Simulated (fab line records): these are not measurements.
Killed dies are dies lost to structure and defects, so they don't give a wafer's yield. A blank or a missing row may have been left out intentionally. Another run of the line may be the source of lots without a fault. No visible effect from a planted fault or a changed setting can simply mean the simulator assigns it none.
Problem report, 8D (eight disciplines) form, completed by code :: flow ritCmos :: the parts of the form that need people (team, actions taken, sign-off) are left out

## 1. WHAT WENT WRONG
At RIT_M1_PROBE_99, killedAtFrontEnd averages 78 over 6 wafers from 2 lots, while fault-free wafers read 7, standard deviation 3.1. That is +23 standard deviations from the usual mean.
Seen first at day 5 18:28 on prober-01, wafer L209.3. The record has a number at this step for 42 wafers belonging to 14 lots. Rule for "out", or "out of limits": more than 4 standard deviations from the usual mean. All remaining wafers that have a number are taken as sound.

## 2. WHAT IT IS; WHAT IT IS NOT
question: which readings at this step
is: killedAtFrontEnd, killedDies, killedOnRim
is not: killedAtContacts, killedOpen, killedShort

question: which lots
is: L209, L213
is not: L199, L200, L201, L202, L203, L206, L207, L208, L211, L212, L219, L221

question: which wafers of those lots
is: all that have a number
is not: -

question: read on which tools
is: prober-01
is not: prober-02

question: when
is: from day 5 18:28
is not: up to then (24 sound wafers); but 12 sound wafers of L211, L212, L219, L221 came after

## 3. THE SUSPECTS, EACH WITH WHAT RULES IT OUT
Counting: a tool at a process step up to the reading stays a suspect if it ran every lot that is out and no sound lot after the first of them.
- furnace-04 at RIT_GATE_OXIDATION_05 (target thk 3 nm, ox time 270 s): kept. Every lot that is out went through it, starting with L209 (day 4 16:46), and after that it ran no sound lot; the last sound lot it ran before then is L208 (day 4 11:13).
- prober-01 at RIT_M1_PROBE_99: ruled out as a lasting fault. The sound lots L211, L219, L221 went through it after L209, its earliest lot that is out (day 5 18:28).
The count leaves furnace-04 at RIT_GATE_OXIDATION_05.

## 4. THE CAUSE (what the simulator had put in)
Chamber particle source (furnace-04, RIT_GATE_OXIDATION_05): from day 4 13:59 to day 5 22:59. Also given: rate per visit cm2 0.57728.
Counting left only this tool.

## 5. THE CHAIN OF EFFECTS, in route order
Rows list readings where the struck wafers' mean (over those with a number) sits beyond 3 standard deviations from the usual. Only readings whose record carries a usual standard deviation are examined. hours: median over the lots of the time between each lot's start at the first step of this table that gives one and its start at this step. sigmas: the change, counted in usual standard deviations.
hours: 0
step: RIT_M1_PROBE_99
reading: killedAtFrontEnd
usual: 7
on struck wafers: 78
change: +72
sigmas: +23

hours: 0
step: RIT_M1_PROBE_99
reading: killedDies
usual: 7
on struck wafers: 78
change: +72
sigmas: +23

hours: 0
step: RIT_M1_PROBE_99
reading: killedOnRim
usual: 1.9
on struck wafers: 20.2
change: +18.3
sigmas: +13
Its process steps:
- RIT_M1_PROBE_99

## 6. HOW IT WOULD HAVE BEEN CAUGHT EARLIER
In this record the first reading out of limits was taken at day 5 18:28, 28 hours after the fault began at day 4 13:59.
An alarm limit of 4 standard deviations would not have fired on the tool readings at RIT_GATE_OXIDATION_05 for which the record gives a usual standard deviation, since none of them was out on any struck wafer.
By day 5 18:28 the whole set of lots that are out, 2 in number, had already begun RIT_GATE_OXIDATION_05 on furnace-04. None of them would have been spared by holding the tool at that moment.
